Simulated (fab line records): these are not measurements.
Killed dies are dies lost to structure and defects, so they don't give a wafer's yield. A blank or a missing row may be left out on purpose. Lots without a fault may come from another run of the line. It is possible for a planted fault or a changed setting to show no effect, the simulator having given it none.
What tool caused it? ; flow berkeley_cmos170 ; 42 wafers from 14 lots sampled at 2 of the route's 331 steps

WHAT EACH GAUGE READ, for each wafer
UCB170_PWELL_TW_MEAS_17. Usual: PWELL_TW gives 379 (standard deviation 3.4).
lot;measured;on;PWELL_TW;flag
L228;day 3 02:11;film_metro-04;372 375 374;
L229;day 3 09:21;film_metro-01;383 382 381;
L234;day 4 08:30;film_metro-04;375 374 374;
L233;day 4 09:13;film_metro-04;373 371 374;
L232;day 4 11:31;film_metro-04;355 355 355 353 354 353;OFF
L235;day 4 12:19;film_metro-01;361 359 359 362 361 361;OFF
L241;day 5 11:18;film_metro-01;382 383 381;
L242;day 5 19:17;film_metro-04;381 379 379;
L244;day 6 06:19;film_metro-02;379 378 378;
L243;day 6 06:36;film_metro-04;379 377 378;
L249;day 7 04:52;film_metro-02;381 379 378;
L247;day 7 04:54;film_metro-04;377 375 376;
L250;day 7 14:02;film_metro-02;382 382 379;
L251;day 7 16:11;film_metro-04;374 377 376;

WHAT TOOL EACH LOT RAN ON (gives the tool, then ch and the chambers of the sampled wafers, and finally the start)
lot;UCB170_PWELL_IMPLANT_15
L228;implanter-04 ch 0, day 3 01:58
L229;implanter-01 ch 0, day 3 09:08
L234;implanter-04 ch 0, day 4 08:18
L233;implanter-03 ch 0, day 4 08:58
L232;implanter-03 ch 0, day 4 11:17
L235;implanter-03 ch 0, day 4 12:05
L241;implanter-01 ch 0, day 5 11:04
L242;implanter-04 ch 0, day 5 19:04
L244;implanter-01 ch 0, day 6 06:04
L243;implanter-04 ch 0, day 6 06:23
L249;implanter-04 ch 0, day 7 04:37
L247;implanter-01 ch 0, day 7 04:40
L250;implanter-04 ch 0, day 7 13:49
L251;implanter-01 ch 0, day 7 15:58
- UCB170_PWELL_IMPLANT_15

WHAT THE TOOLS THEMSELVES READ (means of the sampled wafers that have a number; where no wafer has one, the mark that the record gives instead)
UCB170_PWELL_IMPLANT_15. Usual: dose_ions_cm2 5e+12, standard deviation 4.9e+09; faraday_current_uA 15.88, standard deviation 0.29.
lot;tool;dose_ions_cm2;faraday_current_uA;flag
L228;implanter-04;5e+12;15.81;
L229;implanter-01;5e+12;15.76;
L234;implanter-04;5e+12;15.84;
L233;implanter-03;5e+12;15.85;
L232;implanter-03;4e+12;13.16;OFF
L235;implanter-03;4e+12;13.29;OFF
L241;implanter-01;5e+12;15.93;
L242;implanter-04;5e+12;15.95;
L244;implanter-01;5e+12;16.12;
L243;implanter-04;5e+12;16.11;
L249;implanter-04;5e+12;15.87;
L247;implanter-01;5e+12;15.95;
L250;implanter-04;5e+12;15.71;
L251;implanter-01;5e+12;15.98;

THE ANSWER, worked out from the rows above alone
Rule: a lot counts as off when the mean over its wafers that have a number is more than 3 standard deviations away from the usual mean. A lot without any number at a reading at which 4 lots or more have one is off too. All remaining lots with rows at the step are treated as sound. Order of review: gauges by route order, followed by the tools' own readings, for which a lot's mean as printed above is used. The first step at which some lot is off is used, and at that step the reading that is off furthest; a lot without a number counts as furthest.
Off: L232, L235, at UCB170_PWELL_TW_MEAS_17 (PWELL_TW).
If a tool, at a process step before that reading, ran all the lots that are off and no sound lot after the first of them, it fits. The gauges at UCB170_PWELL_TW_MEAS_17 aren't tried: what is off there is off at UCB170_PWELL_IMPLANT_15 too, on other tools, and a gauge's error can't cause that. One fits: UCB170_PWELL_IMPLANT_15 on implanter-03. A fault onset in the window from L233 (day 4 08:58, its last sound lot) to L232 (day 4 11:17, its first lot off) fits.
The tool's own readings at UCB170_PWELL_IMPLANT_15 bear it out: on the lots that are off they differ by more than 5 times the standard deviation of the sound lots' means. dose_ions_cm2 reads 4e+12 there against 5e+12 on the sound lots; faraday_current_uA reads 13.22 there against 15.91 on the sound lots.

WHAT THE SIMULATOR HAD PUT IN
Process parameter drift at UCB170_PWELL_IMPLANT_15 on implanter-03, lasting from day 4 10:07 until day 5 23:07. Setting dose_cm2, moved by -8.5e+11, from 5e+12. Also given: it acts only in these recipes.
Struck lots among those shown: L232, L235. Same finding as the rule above.
